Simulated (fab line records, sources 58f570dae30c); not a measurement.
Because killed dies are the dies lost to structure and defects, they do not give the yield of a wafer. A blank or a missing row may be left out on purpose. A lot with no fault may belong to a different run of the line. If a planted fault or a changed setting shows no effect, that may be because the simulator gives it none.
Chamber matching || flow berkeleyCmos170 || cmp-02 running UCB170_V2_CMP_02: 4 sister chambers
The step polishes SiO2. 4 wafers are shown with their chamber, then 10 later ones without.

WAFERS, EACH WITH ITS CHAMBER
{"wafer": "L336.2", "chamber": 2, "motorCurrentA (A)": 13.5}
{"wafer": "L336.5", "chamber": 0, "motorCurrentA (A)": 14.2}
{"wafer": "L345.2", "chamber": 1, "motorCurrentA (A)": 16.7}
{"wafer": "L345.5", "chamber": 3, "motorCurrentA (A)": 15.9}

WAFERS MISSING THEIR CHAMBER
{"wafer": "L345.6", "motorCurrentA (A)": 13.9}
{"wafer": "L348.2", "motorCurrentA (A)": 15.8}
{"wafer": "L348.3", "motorCurrentA (A)": 14.2}
{"wafer": "L348.6", "motorCurrentA (A)": 16.0}
{"wafer": "L347.1", "motorCurrentA (A)": 14.2}
{"wafer": "L347.5", "motorCurrentA (A)": 13.8}
{"wafer": "L347.6", "motorCurrentA (A)": 16.2}
{"wafer": "L351.2", "motorCurrentA (A)": 16.5}
{"wafer": "L351.5", "motorCurrentA (A)": 17.1}
{"wafer": "L351.6", "motorCurrentA (A)": 12.9}

EACH ONE'S CHAMBER
{"wafer": "L345.6", "from the rows above": "can't be placed: 0 or 2", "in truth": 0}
{"wafer": "L348.2", "from the rows above": 3, "in truth": 3}
{"wafer": "L348.3", "from the rows above": 0, "in truth": 0}
{"wafer": "L348.6", "from the rows above": 3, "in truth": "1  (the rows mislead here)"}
{"wafer": "L347.1", "from the rows above": 0, "in truth": 0}
{"wafer": "L347.5", "from the rows above": "can't be placed: 2 or 0", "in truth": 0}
{"wafer": "L347.6", "from the rows above": "can't be placed: 3 or 1", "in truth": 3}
{"wafer": "L351.2", "from the rows above": "can't be placed: 1 or 3", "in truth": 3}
{"wafer": "L351.5", "from the rows above": 1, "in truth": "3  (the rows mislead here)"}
{"wafer": "L351.6", "from the rows above": 2, "in truth": 2}
4 of 10 placed correctly. Unplaceable from these rows: 4, with the true chamber sitting among the candidates in 4. Placed wrongly: 2.
How it was worked out, from the rows above alone: a wafer's distance from a chamber is the root of the sum, over the readings, of the square of ((its reading less the chamber's mean) divided by the reading's scatter). If the next closest chamber is less than 2 further off than the closest, the wafer can't be placed; otherwise it belongs to the closest. For every chamber, the mean is computed from those of its wafers that are shown. The scatter: root of mean squared gap, hidden wafer to nearest shown wafer, with one shown wafer a chamber.
